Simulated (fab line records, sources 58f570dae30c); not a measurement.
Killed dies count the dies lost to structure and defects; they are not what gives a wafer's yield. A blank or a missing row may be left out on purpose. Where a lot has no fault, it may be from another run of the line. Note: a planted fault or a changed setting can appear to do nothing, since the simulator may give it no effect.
Tool commonality check | flow berkeleyCmos170 | Sample size 13 lots and 42 wafers

== REASON IT WAS OPENED ==
On 1 of the 13 lots, a flag is raised at UCB170_ACTIVE_CD_MEAS_13 on the reading cdNm. No-fault wafers: 1200.1 nm, standard deviation 1.5.
Rule: flag the lot when none of its wafers has a number, or when each of its wafers that has one lies beyond 4 standard deviations from that mean. The other lots count as sound.

lot  | measured    | on       | cdNm (nm), wafer by wafer                 | flag
L562 | day 4 04:43 | cdSem-02 | 1200.6 1201.8 1200.3                      | 
L565 | day 5 03:02 | cdSem-01 | 1201.3 1202.8 1202.7                      | 
L564 | day 5 03:22 | cdSem-01 | 1198.1 1198.3 1198.5                      | 
L563 | day 5 03:28 | cdSem-02 | 1200.2 1199.9 1200.1                      | 
L568 | day 5 15:38 | cdSem-01 | 1198.7 1198.5 1199.0                      | 
L569 | day 6 02:49 | cdSem-02 | 1201.8 1201.7 1200.4                      | 
L571 | day 6 03:22 | cdSem-02 | 1199.2 1200.4 1199.5                      | 
L573 | day 6 15:08 | cdSem-01 | 1198.8 1200.6 1201.5                      | 
L574 | day 7 05:35 | cdSem-02 | 1285.5 1285.6 1284.9 1285.3 1286.0 1285.2 | FLAGGED
L578 | day 7 22:42 | cdSem-02 | 1201.5 1202.2 1202.0                      | 
L583 | day 9 02:58 | cdSem-01 | 1198.6 1198.8 1198.3                      | 
L584 | day 9 03:11 | cdSem-01 | 1199.9 1200.6 1201.1                      | 
L585 | day 9 14:52 | cdSem-01 | 1199.7 1198.6 1201.3                      | 
The numbers of the flagged lots are 1285.4 nm on average: +85.3 nm against the usual, or +57 standard deviations.

== LOT BY LOT: THE TOOL USED ==
The record keeps 1 process step preceding the reading, out of 331 steps on the route. In each cell: the tool, then ch and the chambers that the sampled wafers went through, then the start.
lot  | flag    | UCB170_ACTIVE_EXPOSE_10
L562 |         | krfScanner-02 ch 0, day 4 04:01
L565 |         | krfScanner-01 ch 0, day 5 02:26
L564 |         | krfScanner-02 ch 0, day 5 02:44
L563 |         | krfScanner-01 ch 0, day 5 02:55
L568 |         | krfScanner-02 ch 0, day 5 14:31
L569 |         | krfScanner-02 ch 0, day 6 02:05
L571 |         | krfScanner-02 ch 0, day 6 02:25
L573 |         | krfScanner-02 ch 0, day 6 14:14
L574 | FLAGGED | krfScanner-02 ch 0, day 7 05:11
L578 |         | krfScanner-02 ch 0, day 7 22:09
L583 |         | krfScanner-02 ch 0, day 9 01:55
L584 |         | krfScanner-01 ch 0, day 9 02:19
L585 |         | krfScanner-02 ch 0, day 9 14:29
What these steps do:
- UCB170_ACTIVE_EXPOSE_10: exposes mask ACTIVE, target cd 1200 nm.
- UCB170_ACTIVE_CD_MEAS_13: target cd 1200 nm.

== FLAGGED OVER TOTAL, TOOL BY TOOL (the gauges that took the reading come last) ==
step                     | tool          | lots run | flagged | share of the flagged lots | sound lots run after its first flagged lot
UCB170_ACTIVE_EXPOSE_10  | krfScanner-01 | 3        | 0       | none                      | -
UCB170_ACTIVE_EXPOSE_10  | krfScanner-02 | 10       | 1       | all                       | 3 (L578,L583,L585)
UCB170_ACTIVE_CD_MEAS_13 | cdSem-01      | 7        | 0       | none                      | -
UCB170_ACTIVE_CD_MEAS_13 | cdSem-02      | 6        | 1       | all                       | 1 (L578)

== WHAT THE TABLE ALLOWS ==
Table rows that saw every flagged lot: 2, namely krfScanner-02 at UCB170_ACTIVE_EXPOSE_10 and cdSem-02 at UCB170_ACTIVE_CD_MEAS_13.
- krfScanner-02 at UCB170_ACTIVE_EXPOSE_10: 1 of its 10 lots flagged. After the first flagged lot (L578, L583, L585), sound lots still ran on it; a lasting fault on the whole tool would not permit that.
- cdSem-02 at UCB170_ACTIVE_CD_MEAS_13: 1 of its 6 lots flagged. After the first flagged lot (L578), sound lots still ran on it; a lasting fault on the whole tool would not permit that.
There is no row in the table that ran each flagged lot and no sound lot after the first.

== WHAT WAS PUT IN BY THE SIMULATOR ==
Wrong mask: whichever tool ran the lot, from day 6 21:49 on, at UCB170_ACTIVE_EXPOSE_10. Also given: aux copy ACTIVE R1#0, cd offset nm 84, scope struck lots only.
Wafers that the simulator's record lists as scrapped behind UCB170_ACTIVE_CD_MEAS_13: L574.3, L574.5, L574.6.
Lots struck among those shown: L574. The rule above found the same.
